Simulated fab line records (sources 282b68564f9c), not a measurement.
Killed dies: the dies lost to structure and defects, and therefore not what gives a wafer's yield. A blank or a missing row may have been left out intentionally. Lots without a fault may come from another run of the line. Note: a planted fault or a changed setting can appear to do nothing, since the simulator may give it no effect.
Struck lot and sound lot, side by side :: flow rit cmos :: 14 steps out of a route of 202
Sound: these wafers, L990.2, L990.5, L990.6. Struck: wafers L105.2, L105.3, L105.4. Last of all comes the cause.
At each step with rows: each side's tool, then ch and its chambers, then its first start. Under that, the readings that differ: sound wafers :: struck wafers :: difference of the means :: sigmas: that difference in standard deviations of wafers without a fault.
alike: a reading whose means differ by less than 2 such deviations, as well as words and numbers matching on both sides. not compared: withheld readings; readings where some wafer has no value; bounds like >300 that might hide an equal value; numbers whose values overlap and for which the record gives no deviation.
Wherever a step has rows on one side only, a row that says differs or no value, or a row with sigmas, the two part there. Non-overlapping numbers with no deviation appear without sigmas and do not part them. A reading that every wafer of one side lacks parts them only if that side has two wafers or more.

RIT_PLDD_STRIP_09: strips in O2, time 180 s.
  sound on plasma asher-04 ch 0,1, day 4 00:14; struck on plasma asher-03 ch 0,1, day 7 05:20
  alike: drypump motor current A
  not compared: rf hours counter h
RIT_PLDD_TW_MEAS_10:
  struck on film metro-02, day 7 05:31; sound on film metro-01, day 4 00:25
  alike: PLDD_TW
then, 4 steps without rows for these wafers: RIT_SPACER_CLEAN_00 (cleans in SC1, time 600 s); RIT_SPACER_CLEAN_01 (cleans in dHF, time 30 s); RIT_SPACER_CLEAN_02 (cleans in SC2, time 600 s); RIT_SPACER_CVD_03 (deposits Si3N4 from SiH2Cl2/NH3, target thk 250 nm, time 3232 s).
RIT_SPACER_THK_MEAS_04:
  struck on film metro-03, day 7 07:52; sound on film metro-01, day 4 02:47
  alike: SPACER_NITRIDE_THK
RIT_SPACER_ETCHBACK_05: etches Si3N4 in SF6/CHF3, stops on SiO2, target depth 250 nm, time 240 s.
  sound on rie diel-03 ch 2,3, day 4 02:50; struck on rie diel-03 ch 0,2,3, day 7 07:55
  alike: CHF3_flow_sccm, drypump motor current A, oes product au, throttle valve pct
  not compared: rf hours counter h
then, 4 steps without rows for these wafers: RIT_NSD_HMDS_00 (prime time 60 s); RIT_NSD_COAT_01 (resist thk 1000 nm); RIT_NSD_SOFTBAKE_02 (time 60 s); RIT_NSD_EXPOSE_03 (exposes mask M9, target cd 40700 nm).
RIT_NSD_PEB_04:
  sound on litho track-02 ch 0, day 4 03:42; struck on litho track-04, day 7 09:05
reading: exhaust pa (Pa)
sound: 45.0 46.3 44.9
struck: - - -
difference: no value on the struck wafers
sigmas: 
  not compared: chill plate temp C, resist line temp C
then, 1 step without rows for these wafers: RIT_NSD_DEVELOP_05 (develop time 50 s).

WHERE THEY PART
Only at RIT_NSD_PEB_04, within this record.

WHY: whatever the simulator had introduced
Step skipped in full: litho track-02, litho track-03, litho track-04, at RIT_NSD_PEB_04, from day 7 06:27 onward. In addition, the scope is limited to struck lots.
